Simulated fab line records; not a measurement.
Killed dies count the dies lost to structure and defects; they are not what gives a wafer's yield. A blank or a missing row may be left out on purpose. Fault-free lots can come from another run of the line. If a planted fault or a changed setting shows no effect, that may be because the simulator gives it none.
Problem report in the 8D (eight disciplines) form, filled by code || flow berkeleyCmos170 || the parts of the form that need people (team, actions taken, sign-off) are left out

## 1. PROBLEM STATEMENT
Wafers free of any fault read 213.9 nm (standard deviation 1.6) for GATE_POLY_THK at UCB170_GATE_THK_MEAS_05, against a mean of 184.1 nm on 9 wafers of 3 lots. Measured from the usual mean, that is -19 standard deviations.
Earliest sighting: wafer L661.1 on filmMetro-04 at day 10 07:54. At this step, 45 wafers from 15 lots have a number in the record. The rule behind "out" and "out of limits": a value lying over 4 standard deviations away from the usual mean. The other wafers with a number count as sound.

## 2. WHAT IT IS, AND WHAT IT ISN'T
{"question": "which readings at this step", "is": "GATE_POLY_THK", "is not": "-"}
{"question": "which lots", "is": "L661, L664, L668", "is not": "L646, L647, L648, L649, L650, L651, L652, L654, L655, L658, L660, L669"}
{"question": "which wafers of those lots", "is": "all that have a number", "is not": "-"}
{"question": "read on which gauges", "is": "filmMetro-03, filmMetro-04", "is not": "filmMetro-01"}
{"question": "when", "is": "from day 10 07:54", "is not": "up to then (33 sound wafers); but 3 sound wafers of L669 came after"}

## 3. SUSPECTS, AND WHAT RULES EACH OUT
Counting: any tool at a process step up to the reading is kept as a suspect provided that every lot that is out went through it and no sound lot did after the first of them.
- ruled out: the gauge at UCB170_GATE_THK_MEAS_05. The wafers that are out were read on 2 gauges (filmMetro-03, filmMetro-04).
- lpcvd-01 at UCB170_GATE_CVD_04 (deposits poly-Si from SiH4, time 1440 s, target thk 214 nm): kept. It processed each lot that is out, first L661 at day 10 06:30, and no sound lot thereafter; up to then, the last sound lot it processed was L655 at day 9 19:51.
Left after counting: lpcvd-01 at UCB170_GATE_CVD_04.

## 4. THE CAUSE (what the simulator had put in)
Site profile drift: lpcvd-01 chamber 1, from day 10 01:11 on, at UCB170_GATE_CVD_04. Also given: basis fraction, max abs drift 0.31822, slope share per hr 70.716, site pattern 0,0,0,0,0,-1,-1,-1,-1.
Counting left only this tool.

## 5. SEQUENCE OF EFFECTS, ordered by route
Each row: a reading whose mean over the struck wafers that have a number lies more than 3 standard deviations from the usual. Scope: only readings with a usual standard deviation given in the record; hours: median across lots of the time from each lot's start at the first step in this table that gives one to its start at this step; sigmas: change in usual standard deviations.
{"hours": 0, "step": "UCB170_GATE_THK_MEAS_05", "reading": "GATE_POLY_THK", "usual": "213.9 nm", "on struck wafers": 184.1, "change": -29.8, "sigmas": -19}
{"hours": 2, "step": "UCB170_GATE_ETCH_15", "reading": "oesProductAu", "usual": "0.826 a.u.", "on struck wafers": 0.742, "change": -0.084, "sigmas": -6.4}
Here are the process steps it includes:
- UCB170_GATE_ETCH_15: etches poly-Si in HBr/Cl2, stops on SiO2, time 56.3 s, target depth 278.2 nm.

## 6. HOW IT WOULD HAVE BEEN CAUGHT EARLIER
7 hours passed between the start of the fault at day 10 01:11 and the first reading out of limits at a measuring or inspecting step in this record, taken at day 10 07:54.
Lots out: 3; of these, L664, L668 started UCB170_GATE_CVD_04 on lpcvd-01 after day 10 07:54. A hold on the tool at that time would have spared those 2.
